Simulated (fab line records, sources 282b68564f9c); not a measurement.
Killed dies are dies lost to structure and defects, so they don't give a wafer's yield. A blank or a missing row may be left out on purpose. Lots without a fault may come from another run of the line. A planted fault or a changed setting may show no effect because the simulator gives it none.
One fault seen from 2 desks | flow rit_cmos | each desk has only its own numbers; what lay behind them comes last

THE METROLOGY DESK
What the gauges read, lot by lot, whatever tool the lot ran on: means of the sampled wafers that have a number. A lot is out of limits, marked OUT, if its mean lies more than 4 standard deviations from the usual mean; the brackets give that distance.
Columns: A = SILICIDE_TI_RS at RIT_SILICIDE_RS_MEAS_02, usual 47.9 ohm/sq; B = SILICIDE_TI_THK at RIT_SILICIDE_THK_MEAS_03, usual 30.6 nm
lot  | first seen here | A                       | B
L801 | day 3 04:01     | 48.0                    | 30.4
L802 | day 3 10:01     | 47.3                    | 30.7
L803 | day 3 13:56     | 48.3                    | 30.3
L804 | day 3 19:49     | 48.7                    | 30.1
L805 | day 4 05:26     | 48.4                    | 30.1
L806 | day 4 07:10     | 48.0                    | 30.2
L810 | day 5 04:22     | 169.6 (+99 or more) OUT | 11.5 (-58) OUT
L812 | day 5 19:53     | 174.5 (+99 or more) OUT | 11.3 (-58) OUT
L814 | day 6 02:47     | 47.8                    | 30.5
L817 | day 6 19:47     | 47.3                    | 30.8
L818 | day 7 06:29     | 47.7                    | 30.6
L820 | day 7 08:08     | 46.8                    | 31.2
L823 | day 8 03:28     | 47.9                    | 30.7
L824 | day 8 05:43     | 47.0                    | 31.2
This desk's finding: out of limits on L810, L812; first on L810, day 5 04:22 (SILICIDE_TI_RS at RIT_SILICIDE_RS_MEAS_02). In limits: L801, L802, L803, L804, L805, L806, L814, L817, L818, L820, L823, L824.

THE TOOL OWNER'S DESK: pvd_sputter-02
The tool's own readings at RIT_SILICIDE_SPUTTER_01 (material Ti, target thk 30 nm, time 240 s): means of the sampled wafers that have a number, for each lot that ran on this tool. A lot is out of limits, marked OUT, if its mean lies more than 4 standard deviations from the usual mean; the brackets give that distance.
Columns: A = substrate_temp_c at RIT_SILICIDE_SPUTTER_01, usual 25.00 C; B = throttle_valve_pct at RIT_SILICIDE_SPUTTER_01, usual 29.9 %
lot  | first seen here | A     | B
L801 | day 3 03:52     | 25.04 | 29.9
L802 | day 3 09:50     | 24.87 | 31.4
L804 | day 3 19:39     | 24.98 | 31.4
L810 | day 5 04:13     | 24.94 | 31.4
L812 | day 5 19:44     | 24.98 | 31.3
This desk's finding: nothing out of limits on any of the 5 lots.

PUT TOGETHER
The metrology desk could have raised an alarm at day 5 04:22, on L810, L812.
The tool owner's desk saw nothing out of limits.
The tool owner's desk has L810, L812 on record, within its limits.
Of the lots named, all ran RIT_SILICIDE_SPUTTER_01 on pvd_sputter-02.

WHAT THE SIMULATOR HAD PUT IN
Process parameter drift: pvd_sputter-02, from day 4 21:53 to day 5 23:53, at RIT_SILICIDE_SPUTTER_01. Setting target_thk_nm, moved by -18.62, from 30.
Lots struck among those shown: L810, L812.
Hours from the fault's start to each desk's first reading out of limits: the metrology desk, 6.
